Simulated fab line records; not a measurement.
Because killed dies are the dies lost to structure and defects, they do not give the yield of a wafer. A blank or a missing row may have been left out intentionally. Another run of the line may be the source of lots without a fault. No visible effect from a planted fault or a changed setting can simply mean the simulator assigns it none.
A struck lot beside a sound one    flow rit_cmos    15 out of 202 route steps
Sound: wafers L499.1, L499.4, L499.6. The struck wafers were L515.2, L515.4, L515.6. Last of all comes the cause.
For every step that has rows: the tool of each side, followed by ch and its chambers, followed by its first start. Under that, the readings that differ: sound wafers    struck wafers    difference of the means    sigmas: that difference in standard deviations of wafers without a fault.
alike: same words and numbers on both sides, and readings whose means sit less than 2 such deviations apart. not compared: any withheld reading, any reading some wafer has no value for, any bound like >300 that may hide the same value, and any number with overlapping values for which the record gives no deviation.
The two part at a step that has a row with sigmas, a row that says differs or no value, or rows on one side only. Non-overlapping numbers with no deviation appear without sigmas and do not part them. Lack of a reading on every wafer of one side parts them only where that side has two or more wafers.

first, 5 steps without rows for these wafers: RIT_M1_COAT_04 (resist thk 1300 nm); RIT_M1_SOFTBAKE_05 (time 60 s); RIT_M1_EXPOSE_06 (exposes mask M12, target cd 2600 nm); RIT_M1_PEB_07; RIT_M1_DEVELOP_08 (develop time 68 s).
RIT_M1_CD_MEAS_09 targets a cd of 2600 nm.
  sound: cd_sem-02 at day 4 05:48; struck: cd_sem-02 at day 7 16:52
  alike: cd_nm
RIT_M1_OVL_MEAS_10:
  sound: overlay-01 at day 4 05:55; struck: overlay-02 at day 7 16:59
  alike: M1_OVL
then, 1 step without rows for these wafers: RIT_M1_HARDBAKE_11 (time 120 s).
RIT_M1_METAL_ETCH_12: etches Al in Cl2/BCl3, stops on SiO2, time 165 s, target depth 600 nm.
  sound on rie_metal-04 ch 0,1, day 4 06:13; struck on rie_metal-03 ch 0,1, day 7 17:16
  alike: drypump_motor_current_A, oes_product_au, throttle_valve_pct
  not compared: rf_hours_counter_h
then, 1 step without rows for these wafers: RIT_M1_STRIP_13 (strips in nmp, time 600 s).
RIT_M1_STRIP_14: strips in O2, time 180 s.
  sound on plasma_asher-04 ch 0,1, day 4 06:32; struck on plasma_asher-03 ch 1, day 7 17:36
  alike: drypump_motor_current_A
  not compared: rf_hours_counter_h
RIT_M1_CD_MEAS_90 targets a cd of 2600 nm.
  sound: cd_sem-02 at day 4 06:43; struck: cd_sem-01 at day 7 17:47
  alike: cd_nm
RIT_M1_ANNEAL_15: time 1800 s.
  sound on furnace-02 ch 0, day 4 06:50; struck on furnace-02 ch 0, day 7 19:09
reading                    sound                 struck                difference  sigmas
spike_tc_centre_C (C)      452.1 453.5 452.8     343.7 340.8 344.0     -110.0      -99 or more
spike_tc_load_C (C)        467.7 467.7 469.1     358.5 358.0 356.4     -110.5      -99 or more
spike_tc_source_C (C)      465.8 465.9 465.8     353.5 353.5 355.0     -111.8      -99 or more
tube_center_temp_C (C)     450.01 449.92 450.02  340.02 340.02 340.02  -109.96     -99 or more
tube_center_temp_C_max     451.24 450.84 451.20  341.15 340.99 341.03  -110.04     -99 or more
zone_power_centre_pct (%)  19.57 19.50 19.27     14.22 14.33 14.57     -5.07       -25
zone_power_load_pct (%)    6.38 6.28 6.34        4.19 4.23 4.16        -2.14       -33
zone_power_source_pct (%)  8.46 8.23 8.28        5.45 5.46 5.46        -2.87       -36
RIT_M1_BOW_MEAS_16:
  sound: film_metro-04 at day 4 08:20; struck: film_metro-04 at day 7 20:40
  alike: M1_BOW
RIT_M1_PROBE_99:
  sound: prober-01 at day 4 08:28; struck: prober-02 at day 7 20:49
  alike: defect_limited_yield, killed_at_contacts, killed_at_front_end, killed_dies, killed_open, killed_short, sort_bin_3_pad_short, sort_bin_5_function, sort_bin_6_memory, sort_n_pass, sort_yield_pct

## WHERE THEY PART
RIT_M1_ANNEAL_15 only, going by this record. Later steps at which nothing parts them and some readings are alike: RIT_M1_BOW_MEAS_16, RIT_M1_PROBE_99.

WHY: whatever the simulator had introduced
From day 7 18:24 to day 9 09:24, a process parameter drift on furnace-02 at RIT_M1_ANNEAL_15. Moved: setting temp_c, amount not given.
